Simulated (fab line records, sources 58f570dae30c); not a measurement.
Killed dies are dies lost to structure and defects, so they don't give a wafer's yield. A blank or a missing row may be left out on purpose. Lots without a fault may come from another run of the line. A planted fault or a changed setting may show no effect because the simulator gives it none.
Which tool did it? | flow berkeley_cmos170 | 14 lots, 42 wafers sampled, at 3 steps of a route of 331

WHAT THE GAUGES READ, wafer by wafer
UCB170_V2_THK_MEAS_04.
lot  | measured     | on            | V2_POLISHED_THK (nm)
L258 | day 9 01:02  | film_metro-04 | 999.7 1000.3 1000.5
L259 | day 9 01:23  | film_metro-02 | 1001.0 1001.3 1001.0
L260 | day 9 02:03  | film_metro-02 | 999.5 1001.1 999.1
L255 | day 9 02:10  | film_metro-03 | 999.6 1000.3 1002.4
L257 | day 9 03:00  | film_metro-03 | 1000.5 999.5 998.8
L261 | day 9 17:54  | film_metro-03 | 1001.4 1000.1 1000.5
L262 | day 10 02:27 | film_metro-02 | 999.9 1000.0 1000.1
L264 | day 10 07:01 | film_metro-02 | 999.0 999.8 998.4
L263 | day 10 07:08 | film_metro-03 | 1000.3 1001.3 1002.0
L270 | day 11 11:19 | film_metro-04 | 1000.6 1000.0 1000.2
L273 | day 12 14:37 | film_metro-04 | 999.4 1001.4 1000.3
L274 | day 12 17:46 | film_metro-03 | 1000.4 999.9 1000.3
L276 | day 12 18:35 | film_metro-03 | 1001.4 1002.2 1003.5
L277 | day 13 08:21 | film_metro-04 | 1001.4 1002.0 1002.0

UCB170_M3_THK_MEAS_03: measures by xrf.
lot  | measured     | on            | M3_AL_THK (nm)
L258 | day 9 03:10  | film_metro-01 | 893 892 907
L259 | day 9 03:51  | film_metro-01 | 911 920 902
L260 | day 9 04:22  | film_metro-03 | 895 895 890
L255 | day 9 04:50  | film_metro-02 | 914 908 899
L257 | day 9 05:11  | film_metro-03 | 889 895 906
L261 | day 9 19:48  | film_metro-01 | 920 909 925
L262 | day 10 06:53 | film_metro-01 | 893 899 895
L264 | day 10 10:31 | film_metro-01 | 888 886 890
L263 | day 10 10:42 | film_metro-02 | 909 916 913
L270 | day 11 13:51 | film_metro-03 | 920 916 914
L273 | day 12 16:35 | film_metro-02 | 892 891 898
L274 | day 12 19:40 | film_metro-02 | 892 881 893
L276 | day 12 20:31 | film_metro-01 | 910 915 899
L277 | day 13 10:23 | film_metro-01 | 902 903 911

WHICH TOOL RAN EACH LOT (tool, then ch and the chambers of the sampled wafers, then the start)
lot  | UCB170_M2_SPUTTER_01
L258 | pvd_sputter-04, day 8 21:16
L259 | pvd_sputter-01, day 8 21:29
L260 | pvd_sputter-02, day 8 22:22
L255 | pvd_sputter-04, day 8 22:29
L257 | pvd_sputter-01, day 8 23:37
L261 | pvd_sputter-01, day 9 14:36
L262 | pvd_sputter-02, day 9 22:49
L264 | pvd_sputter-01, day 10 00:53
L263 | pvd_sputter-02, day 10 01:02
L270 | pvd_sputter-04, day 11 07:22
L273 | pvd_sputter-04, day 12 11:19
L274 | pvd_sputter-02, day 12 14:07
L276 | pvd_sputter-01, day 12 15:30
L277 | pvd_sputter-01, day 13 05:07
- UCB170_M2_SPUTTER_01: material Al, target thk 900 nm, time 120 s.

WHAT THE TOOLS THEMSELVES READ (means of the sampled wafers that have a number; where no wafer has one, the mark that the record gives instead)
UCB170_M2_SPUTTER_01.
lot  | tool           | throttle_valve_pct (%)
L258 | pvd_sputter-04 | 30.3
L259 | pvd_sputter-01 | 29.8
L260 | pvd_sputter-02 | 30.6
L255 | pvd_sputter-04 | 30.3
L257 | pvd_sputter-01 | 30.5
L261 | pvd_sputter-01 | 30.5
L262 | pvd_sputter-02 | 29.3
L264 | pvd_sputter-01 | 29.8
L263 | pvd_sputter-02 | 30.7
L270 | pvd_sputter-04 | 30.7
L273 | pvd_sputter-04 | 29.9
L274 | pvd_sputter-02 | 29.9
L276 | pvd_sputter-01 | 30.4
L277 | pvd_sputter-01 | 30.1

THE ANSWER, worked out from the rows above alone
Rule: what is usual is taken from the lots themselves. Put in order of their means at a reading, lots are off if they are a third of the lots or fewer, leave a main group of 4 or more, and stand apart from it by a gap of 3 or more times the standard deviation of the main group's means; of several such gaps the widest counts. A main group whose means are all the same, to the digits that the tables above print for the reading, isn't used. A lot without any number at a reading at which 4 lots or more have one is off too. The other lots that the step has rows for count as sound. The gauges are gone through in route order, then the tools' own readings, and for those a lot's mean is taken as printed above. The first step at which some lot is off is used, and at that step the reading that is off furthest; a lot without a number counts as furthest.
No lot is off at any reading shown: from this, nothing can be told.

WHAT THE SIMULATOR HAD PUT IN
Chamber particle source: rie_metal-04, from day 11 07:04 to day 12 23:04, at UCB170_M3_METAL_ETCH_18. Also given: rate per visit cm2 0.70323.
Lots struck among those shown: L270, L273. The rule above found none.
